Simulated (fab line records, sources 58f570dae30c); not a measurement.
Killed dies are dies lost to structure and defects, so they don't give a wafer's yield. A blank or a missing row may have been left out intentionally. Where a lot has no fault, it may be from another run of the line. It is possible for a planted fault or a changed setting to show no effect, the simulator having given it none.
fab line records	flow berkeleyCmos170
[record] lots = 14	wafers = 42	lastDay = 11
route steps=331 shown ACTIVE@65 CONTACT@235 V2@292
lots with no fault: from the same line, run without faults
startH: hours from the record's first day to the start of the lot's first wafer shown	waitH: hours elapsed since this lot's preceding step	" same as the row above	L1.1+2: several wafers, shown together as one row	- no value present, or no start provided	* or withheld: withheld	< > ~ a bound
route shown NAME@n: names a module that has steps shown in the file, with the first one's number in the route	usual: average and standard deviation across the fault-free wafers	same: alike in all rows	chamber/n: place in a boat	sites: readings site by site	_std_site: how widely they spread, as a standard deviation	_edge_site: mean of outer sites minus mean of inner sites	radiusMm: how far each site lies from the wafer's centre	mask NAME#n: copy n	behind: tool/chamber where the wafer was last shaped	hold: reason for holding the lot/hours on hold/outcome of the hold	device: transistor that didn't switch, given as n, p or np	end of line: at the end of the route, the tests of the same wafers	step lacking rows: just its recipe	killed: dies that structure and defects cost at the first sort, which is not the same as the wafer's yield	map: the dies of a wafer, with x for killed, . for not killed, _ for no die there
set.NAME: the setting the step ran with; set.NAME@STEP: the setting that earlier step ran with	model.NAME: the simulator's own value behind a step, which no gauge read
route steps across a sampled set of lots; one table per step, one row per wafer
services: from which hour (startH, from the record's first day; less than 0 if before it) a tool's chamber was out of use, for how many hours, and why
[[steps]]
[step UCB170_ACTIVE_CVD_05]
[recipe] material = Si3N4	targetThkNm = 220	tempC = 800	precursor = SiH2Cl2/NH3	timeS = 3300	pressureMtorr = 200	sih2cl2FlowSccm = 25	nh3FlowSccm = 75
[usual] spikeTcCentreC = 803.1/1.1	spikeTcLoadC = 824/3.5	spikeTcSourceC = 823/3.2	susceptorTempC = 800.0/0.32
lot.wafer	tool	chamber	startH	waitH	spikeTcCentreC	spikeTcLoadC	spikeTcSourceC	susceptorTempC
L613.2	lpcvd-02	0	71.37	0.0	803.6	827	824	800.2
L613.3	"	0	"	"	802.4	827	822	799.9
L613.4	"	0	"	"	802.4	828	823	800.2
L614.2	lpcvd-01	0	81.62	0.0	803.6	820	827	800.2
L614.4	"	0	"	"	801.8	820	827	800.4
L614.5	"	0	"	"	802.7	818	827	800.5
L615.2	lpcvd-01	0	92.59	1.2	801.6	820	828	800.1
L615.4	"	0	"	"	802.0	821	827	799.7
L615.6	"	0	"	"	799.9	820	827	799.4
L619.2	lpcvd-02	0	111.22	0.0	802.7	827	822	800.2
L619.4	"	0	"	"	803.4	828	822	800.3
L619.5	"	0	"	"	802.5	828	825	800.3
L620.2	lpcvd-02	1	111.22	0.0	803.0	825	825	800.3
L620.4	"	1	"	"	802.0	825	825	799.5
L620.6	"	1	"	"	803.8	823	824	799.4
L626.4	lpcvd-01	0	138.29	0.0	802.4	819	825	799.6
L626.5	"	0	"	"	803.6	818	827	800.4
L626.6	"	0	"	"	801.8	817	826	800.3
L627.2	lpcvd-02	1	146.48	0.3	820.5	844	845	817.5
L627.3	"	1	"	"	819.2	842	843	817.9
L627.6	"	1	"	"	820.3	842	843	817.5
L628.1	lpcvd-02	1	146.48	0.3	818.9	842	844	818.0
L628.3	"	1	"	"	821.9	842	843	818.3
L628.6	"	1	"	"	820.6	842	842	817.7
L629.4	lpcvd-02	0	152.31	0.0	803.7	828	823	800.0
L629.5	"	0	"	"	805.8	827	823	799.9
L629.6	"	0	"	"	803.6	827	822	800.6
L631.1	lpcvd-02	0	155.67	0.0	803.6	828	823	800.2
L631.2	"	0	"	"	803.4	828	821	800.0
L631.5	"	0	"	"	801.9	828	822	800.3
L632.1	lpcvd-01	0	174.59	0.0	802.5	820	826	800.0
L632.3	"	0	"	"	803.9	818	826	799.5
L632.4	"	0	"	"	801.0	819	827	800.1
L633.4	lpcvd-01	1	174.59	0.0	802.4	825	819	800.0
L633.5	"	1	"	"	803.0	826	819	800.1
L633.6	"	1	"	"	803.5	825	819	799.7
L634.1	lpcvd-01	1	174.59	0.0	804.3	824	821	799.9
L634.2	"	1	"	"	802.8	826	819	800.1
L634.5	"	1	"	"	803.9	826	818	799.9
L635.3	lpcvd-01	1	186.84	0.6	803.5	824	820	799.6
L635.4	"	1	"	"	805.1	825	818	800.3
L635.6	"	1	"	"	801.6	826	819	800.3
[step UCB170_ACTIVE_THK_MEAS_06]
[recipe] reads = Si3N4_of_ACTIVE_CVD_05
[usual] ACTIVE_NITRIDE_THK = 219.5/1.5
lot.wafer	tool	chamber	startH	waitH	ACTIVE_NITRIDE_THK[nm]
L613.2	filmMetro-04	-	73.30	0.0	220.2
L613.3	"	-	"	"	219.9
L613.4	"	-	"	"	220.8
L614.2	filmMetro-02	-	83.55	0.0	219.8
L614.4	"	-	"	"	219.0
L614.5	"	-	"	"	219.2
L615.2	filmMetro-04	-	94.52	0.0	219.2
L615.4	"	-	"	"	216.8
L615.6	"	-	"	"	218.1
L619.2	filmMetro-04	-	113.15	0.0	221.3
L619.4	"	-	"	"	220.8
L619.5	"	-	"	"	223.3
L620.2	filmMetro-02	-	113.15	0.0	218.6
L620.4	"	-	"	"	218.4
L620.6	"	-	"	"	220.2
L626.4	filmMetro-01	-	140.24	0.0	220.2
L626.5	"	-	"	"	220.5
L626.6	"	-	"	"	219.5
L628.1	filmMetro-04	-	148.40	0.0	301.9
L628.3	"	-	"	"	300.0
L628.6	"	-	"	"	300.1
L627.2	filmMetro-02	-	148.41	0.0	300.3
L627.3	"	-	"	"	298.4
L627.6	"	-	"	"	298.5
L629.4	filmMetro-04	-	154.26	0.0	218.5
L629.5	"	-	"	"	220.3
L629.6	"	-	"	"	219.0
L631.1	filmMetro-02	-	157.59	0.0	221.7
L631.2	"	-	"	"	220.4
L631.5	"	-	"	"	219.7
L632.1	filmMetro-01	-	176.51	0.0	220.9
L632.3	"	-	"	"	222.4
L632.4	"	-	"	"	220.3
L634.1	filmMetro-04	-	176.51	0.0	217.7
L634.2	"	-	"	"	217.9
L634.5	"	-	"	"	216.5
L633.4	filmMetro-02	-	176.54	0.0	220.1
L633.5	"	-	"	"	219.7
L633.6	"	-	"	"	219.6
L635.3	filmMetro-04	-	188.78	0.0	219.2
L635.4	"	-	"	"	220.1
L635.6	"	-	"	"	218.8
[step UCB170_ACTIVE_ETCH_15]
[recipe] chemistry = CH3F/Ar/O2	target = Si3N4	stopOn = SiO2	CH3F_flow_sccm = 20	Ar_flow_sccm = 50	O2_flow_sccm = 7	pressureMtorr = 50	rfW = 450	targetDepthA = 2420	overEtchFrac = 0.1	timeS = 151
[usual] drypumpMotorCurrentA = 6.0/0.58	oesProductAu = 0.949/0.012	throttleValvePct = 8.04/0.14
lot.wafer	tool	chamber	startH	waitH	drypumpMotorCurrentA	oesProductAu	rfHoursCounterH	throttleValvePct
L613.2	rieDiel-04	0	74.78	0.0	4.8	0.963	137	8.26
L613.3	"	3	"	"	6.3	0.949	104	8.17
L613.4	"	2	"	"	6.7	0.933	47	7.91
L614.2	rieDiel-01	3	84.80	0.0	6.3	0.945	60	8.14
L614.4	"	0	"	"	6.7	0.923	140	8.15
L614.5	"	2	"	"	6.6	0.958	-	7.88
L615.2	rieDiel-03	3	96.68	0.0	6.0	0.970	2	8.09
L615.4	"	1	"	"	5.7	0.937	66	8.10
L615.6	"	3	"	"	6.0	0.968	-	8.10
L619.2	rieDiel-03	1	114.54	0.0	5.8	0.947	67	8.10
L619.4	"	0	"	"	5.9	0.949	105	8.11
L619.5	"	3	"	"	6.0	0.975	-	8.07
L620.2	rieDiel-01	3	114.60	0.0	6.2	0.950	62	8.11
L620.4	"	2	"	"	6.6	0.967	10	7.90
L620.6	"	0	"	"	6.7	0.926	-	8.15
L626.4	rieDiel-03	0	141.87	0.0	5.9	0.946	107	8.11
L626.5	"	3	"	"	6.0	0.968	-	8.10
L626.6	"	2	"	"	5.5	0.959	-	8.01
L628.1	rieDiel-03	1	149.46	0.0	5.7	1.004	68	8.12
L628.3	"	2	"	"	5.5	1.010	47	8.00
L628.6	"	2	"	"	5.6	1.011	-	8.00
L627.2	rieDiel-04	2	149.70	0.0	6.7	0.997	51	7.91
L627.3	"	0	"	"	4.8	1.015	141	8.27
L627.6	"	2	"	"	6.7	0.990	-	7.90
L629.4	rieDiel-01	3	155.62	0.0	6.3	0.953	64	8.13
L629.5	"	1	"	"	5.3	0.952	-	7.80
L629.6	"	2	"	"	6.6	0.956	-	7.89
L631.1	rieDiel-01	0	158.89	0.0	6.7	0.939	143	8.16
L631.2	"	2	"	"	6.6	0.960	12	7.89
L631.5	"	2	"	"	6.6	0.962	-	7.89
L634.1	rieDiel-04	3	177.69	0.0	6.2	0.935	109	8.16
L634.2	"	0	"	"	4.8	0.956	142	8.27
L634.5	"	0	"	"	4.8	0.945	-	8.27
L632.1	rieDiel-03	3	177.81	0.0	6.0	0.973	5	8.09
L632.3	"	1	"	"	5.7	0.953	69	8.11
L632.4	"	0	"	"	5.9	0.942	108	8.09
L633.4	rieDiel-01	1	178.05	0.0	5.3	0.942	77	7.80
L633.5	"	0	"	"	6.7	0.926	-	8.16
L633.6	"	1	"	"	5.3	0.957	-	7.82
L635.3	rieDiel-03	2	189.82	0.0	5.6	0.954	48	7.99
L635.4	"	1	"	"	5.7	0.942	-	8.11
L635.6	"	3	"	"	6.0	0.967	-	8.09
[step UCB170_CONTACT_STRIP_19]
[recipe] chemistry = O2	powerW = 400	pressureMtorr = 3500	platenTempC = withheld	o2FlowSccm = 400	overashFraction = 0.5
[usual] drypumpMotorCurrentA = 5.7/0.45	oesProductAu = 0.726/0.0043
lot.wafer	tool	chamber	startH	waitH	drypumpMotorCurrentA	oesProductAu	rfHoursCounterH
L613.2	plasmaAsher-03	0	142.36	-	5.2	0.727	40
L613.3	"	0	"	"	5.2	0.716	-
L613.4	"	1	"	"	5.3	0.726	-
L614.2	plasmaAsher-02	0	148.74	-	5.3	0.726	38
L614.4	"	1	"	"	6.4	0.718	-
L614.5	"	1	"	"	6.4	0.719	-
L615.2	plasmaAsher-03	1	165.84	-	5.3	0.728	43
L615.4	"	0	"	"	5.2	0.719	-
L615.6	"	0	"	"	5.2	0.722	-
L620.2	plasmaAsher-04	1	179.67	-	6.0	0.723	7
L620.4	"	1	"	"	6.0	0.726	-
L620.6	"	0	"	"	6.3	0.726	-
L619.2	plasmaAsher-04	0	182.54	-	6.3	0.726	7
L619.4	"	0	"	"	6.3	0.722	-
L619.5	"	0	"	"	6.2	0.723	-
L626.4	plasmaAsher-03	0	207.80	-	5.2	0.725	-
L626.5	"	1	"	"	5.3	0.729	-
L626.6	"	0	"	"	5.2	0.727	-
L629.4	plasmaAsher-04	1	218.40	-	6.0	0.724	-
L629.5	"	0	"	"	6.3	0.723	-
L629.6	"	1	"	"	6.0	0.716	-
L631.1	plasmaAsher-04	1	226.80	-	6.0	0.716	13
L631.2	"	0	"	"	6.2	0.732	13
L631.5	"	1	"	"	6.0	0.723	-
L633.4	plasmaAsher-03	0	239.45	-	5.2	0.731	-
L633.5	"	0	"	"	5.2	0.724	-
L633.6	"	1	"	"	5.4	0.716	-
L632.1	plasmaAsher-03	1	240.16	-	5.4	0.730	51
L632.3	"	1	"	"	5.3	0.730	-
L632.4	"	0	"	"	5.2	0.724	-
L634.1	plasmaAsher-02	0	241.22	-	5.3	0.733	48
L634.2	"	1	"	"	6.4	0.721	48
L634.5	"	0	"	"	5.3	0.718	-
L635.3	plasmaAsher-03	1	255.45	-	5.4	0.731	-
L635.4	"	0	"	"	5.2	0.730	-
L635.6	"	1	"	"	5.3	0.724	-
[step UCB170_V2_CVD_00]
[recipe] material = SiO2	targetThkNm = 2000	tempC = 390	precursor = TEOS/O2	timeS = 250	rfW = 550	pressureMtorr = 9000
[usual] heaterPowerW = 264/55	susceptorTempC = 390.01/0.25
lot.wafer	tool	chamber	startH	waitH	heaterPowerW	susceptorTempC
L613.2	pecvd-04	2	152.85	0.1	300	390.56
L613.3	"	0	"	"	232	389.99
L613.4	"	0	"	"	155	389.86
L614.2	pecvd-01	0	160.42	0.1	269	390.27
L614.4	"	0	"	"	346	390.03
L614.5	"	2	"	"	174	390.41
L615.2	pecvd-01	0	177.05	0.1	312	389.71
L615.4	"	0	"	"	364	389.82
L615.6	"	1	"	"	202	389.68
L619.2	pecvd-02	2	194.53	0.1	349	390.10
L619.4	"	1	"	"	229	390.41
L619.5	"	2	"	"	256	390.46
L620.2	pecvd-01	1	194.68	0.1	295	389.76
L620.4	"	2	"	"	172	389.69
L620.6	"	1	"	"	199	389.80
L626.4	pecvd-01	1	221.18	0.1	201	390.05
L626.5	"	0	"	"	263	389.93
L626.6	"	2	"	"	170	389.91
L629.4	pecvd-01	0	233.99	0.1	259	390.35
L629.5	"	2	"	"	254	389.94
L629.6	"	1	"	"	202	390.43
L631.1	pecvd-02	1	237.83	0.1	294	390.30
L631.2	"	0	"	"	256	390.08
L631.5	"	1	"	"	229	389.79
L633.4	pecvd-01	1	257.76	0.1	285	390.28
L633.5	"	0	"	"	277	390.19
L633.6	"	2	"	"	193	389.56
L634.1	pecvd-04	2	257.96	0.1	255	389.85
L634.2	"	0	"	"	201	390.11
L634.5	"	1	"	"	278	390.21
L632.1	pecvd-02	0	258.24	0.1	245	389.78
L632.3	"	2	"	"	306	390.10
L632.4	"	0	"	"	319	390.13
L635.3	pecvd-02	0	270.42	0.1	280	390.03
L635.4	"	1	"	"	315	389.62
L635.6	"	2	"	"	360	389.76
[step UCB170_V2_THK_MEAS_04]
[recipe] reads = SiO2_of_V2_CVD_00
[usual] V2_POLISHED_THK = 999.9/0.92
lot.wafer	tool	chamber	startH	waitH	V2_POLISHED_THK[nm]
L613.2	filmMetro-04	-	153.50	0.1	999.9
L613.3	"	-	"	"	1000.2
L613.4	"	-	"	"	999.2
L614.2	filmMetro-04	-	161.06	0.1	1000.5
L614.4	"	-	"	"	1000.6
L614.5	"	-	"	"	1001.5
L615.2	filmMetro-03	-	177.80	0.1	1001.1
L615.4	"	-	"	"	1001.4
L615.6	"	-	"	"	999.9
L619.2	filmMetro-03	-	195.17	0.1	999.6
L619.4	"	-	"	"	999.9
L619.5	"	-	"	"	998.7
L620.2	filmMetro-01	-	195.33	0.1	1000.1
L620.4	"	-	"	"	1000.0
L620.6	"	-	"	"	1000.5
L626.4	filmMetro-01	-	221.77	0.1	998.9
L626.5	"	-	"	"	1000.6
L626.6	"	-	"	"	1000.8
L629.4	filmMetro-03	-	234.58	0.1	1000.4
L629.5	"	-	"	"	998.0
L629.6	"	-	"	"	1001.9
L631.1	filmMetro-01	-	238.47	0.1	1000.5
L631.2	"	-	"	"	999.7
L631.5	"	-	"	"	1000.3
L633.4	filmMetro-03	-	258.35	0.1	998.8
L633.5	"	-	"	"	998.6
L633.6	"	-	"	"	999.4
L634.1	filmMetro-03	-	258.62	0.1	999.5
L634.2	"	-	"	"	999.0
L634.5	"	-	"	"	999.4
L632.1	filmMetro-04	-	258.92	0.1	998.3
L632.3	"	-	"	"	999.4
L632.4	"	-	"	"	1000.0
L635.3	filmMetro-01	-	271.08	0.1	1001.5
L635.4	"	-	"	"	1001.1
L635.6	"	-	"	"	999.8
[[services]]
tool	chamber	startH	hours	kind
rieDiel-04	-	59.24	2.3	repair
rieDiel-01	1	70.26	5.6	repair
rieDiel-03	3	70.85	1.9	repair
lpcvd-01	-	77.03	0.4	repair
pecvd-02	-	81.71	6.0	pm
pecvd-01	-	81.83	4.3	pm
pecvd-04	0	87.32	6.5	repair
rieDiel-04	1	102.19	3.9	repair
rieDiel-01	2	102.28	7.4	repair
plasmaAsher-04	-	108.75	9.0	pm
pecvd-04	-	120.05	1.5	repair
rieDiel-04	-	143.42	3.1	repair
pecvd-01	0	145.66	5.2	repair
pecvd-01	2	150.36	8.5	repair
rieDiel-04	-	173.37	0.3	repair
rieDiel-03	0	189.13	8.9	repair
pecvd-02	-	203.62	13.2	repair
plasmaAsher-04	-	214.28	1.0	repair
pecvd-02	2	220.47	3.6	repair
rieDiel-01	-	223.27	15.6	pm
plasmaAsher-04	-	231.52	2.8	pm
pecvd-01	-	242.50	14.0	pm
lpcvd-02	-	245.50	6.0	pm
pecvd-01	-	260.52	2.8	pm
[[key]]
[firstSign] step = UCB170_ACTIVE_CVD_05	reading = susceptorTempC	direction = up	sigmas = 55	usual = *	struck = *
[effect] step = UCB170_ACTIVE_CVD_05	reading = spikeTcCentreC	direction = up	sigmas = 16	usual = 803.1	struck = 820.2
[effect] step = UCB170_ACTIVE_THK_MEAS_06	reading = ACTIVE_NITRIDE_THK	direction = up	sigmas = 53	usual = 219.5	struck = 299.9
[effect] step = UCB170_ACTIVE_ETCH_15	reading = oesProductAu	direction = up	sigmas = 4.4	usual = 0.949	struck = 1.004
metAt UCB170_ACTIVE_CVD_05
struckLots L627,L628
struckWafers L627.2,L627.3,L627.6,L628.1,L628.3,L628.6
laterRowsLeftOut L627.2,L627.3,L627.6,L628.1,L628.3,L628.6
sortLeftOut L627.2,L627.3,L627.6,L628.1,L628.3,L628.6
testerLeftOut L627,L628
notActingAt UCB170_CONTACT_STRIP_19,UCB170_V2_CVD_00,UCB170_V2_THK_MEAS_04
onsetBetween 111.22 146.48
[fault] kind = processParameterDrift	tool = lpcvd-02	chamber = 1	onsetH = 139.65	steps = UCB170_ACTIVE_CVD_05	channel = tempC	offset = *	shape = step	endH = 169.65	actsIn = *	stated = *
// testerLeftOut: of these lots the tester's yield and bins aren't shown, on N5 and GAA mostly nor the transistor test; their killed dies are dies lost to structure and defects alone, not to doping, threshold or leakage, so they don't give the yield
// sortLeftOut: the simulated sort isn't trusted on such a fault, so these wafers' sort isn't shown, and their yield isn't known
// laterRowsLeftOut: the simulator's readings of these wafers behind a module that went badly wrong aren't trusted and aren't shown, but for the sort
